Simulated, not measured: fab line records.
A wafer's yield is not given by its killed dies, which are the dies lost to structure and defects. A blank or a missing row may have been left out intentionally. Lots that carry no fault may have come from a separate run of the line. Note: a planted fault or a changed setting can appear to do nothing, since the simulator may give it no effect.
Code-filled problem report in 8D (eight disciplines) form -- flow berkeley-cmos170 -- the parts of the form that need people (team, actions taken, sign-off) are left out

1. WHAT IS WRONG
Mean of oes-product-au at UCB170_GATE_ETCH_14: 0.774 a.u. across 6 wafers in 2 lots; on wafers with no fault it is 1.006 a.u. (standard deviation 0.02). Relative to the usual mean, that is a shift of -12 standard deviations.
The step: etches BARC in N2/H2.
Earliest sighting: wafer L262.1 on rie-diel-01 at day 8 18:25. The record has a number at this step for 18 wafers belonging to 6 lots. Rule for "out", or "out of limits": more than 4 standard deviations from the usual mean. Any other wafer with a number is counted as sound.

2. WHAT IT IS, AND WHAT IT ISN'T
question,is,is not
which readings at this step,oes-product-au,"drypump-motor-current-A, throttle-valve-pct"
which lots,"L262, L264","L256, L259, L271, L273"
which wafers of those lots,all that have a number,-
read on which tools,rie-diel-01,rie-diel-02
when,from day 8 18:25,"up to then (6 sound wafers); but 6 sound wafers of L271, L273 came after"

3. SUSPECTS, AND WHAT RULES EACH OUT
Counting: any tool at a process step up to the reading is kept as a suspect provided that every lot that is out went through it and no sound lot did after the first of them.
- rie-diel-01 at UCB170_GATE_ETCH_14 (etches BARC in N2/H2): kept. It ran every lot that is out, first L262 (day 8 18:25), and no sound lot after that; its last sound lot up to then is L259 (day 8 07:44). Its own readings are out on those wafers: oes-product-au.
The count leaves rie-diel-01 at UCB170_GATE_ETCH_14.

4. THE CAUSE (what the simulator had put in)
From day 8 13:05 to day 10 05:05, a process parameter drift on rie-diel-01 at UCB170_GATE_ETCH_14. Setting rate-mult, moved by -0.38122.
The count eliminated every tool but this one.

5. SEQUENCE OF EFFECTS, ordered by route
One row per reading whose mean, taken over the struck wafers that have a number, lies over 3 standard deviations from the usual. Readings are gone through only where the record gives a usual standard deviation; hours: the median, over the lots, of the time from a lot's start at the first step in this table giving one to that lot's start at this step; sigmas: the change measured in usual standard deviations.
hours,step,reading,usual,on struck wafers,change,sigmas
0,UCB170_GATE_ETCH_14,oes-product-au,1.006 a.u.,0.774,-0.232,-12
Its process steps:
- UCB170_GATE_ETCH_14: etches BARC in N2/H2.

6. WHAT WOULD HAVE CAUGHT IT SOONER
5 hours passed between the start of the fault at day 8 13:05 and the first reading out of limits in this record, taken at day 8 18:25.
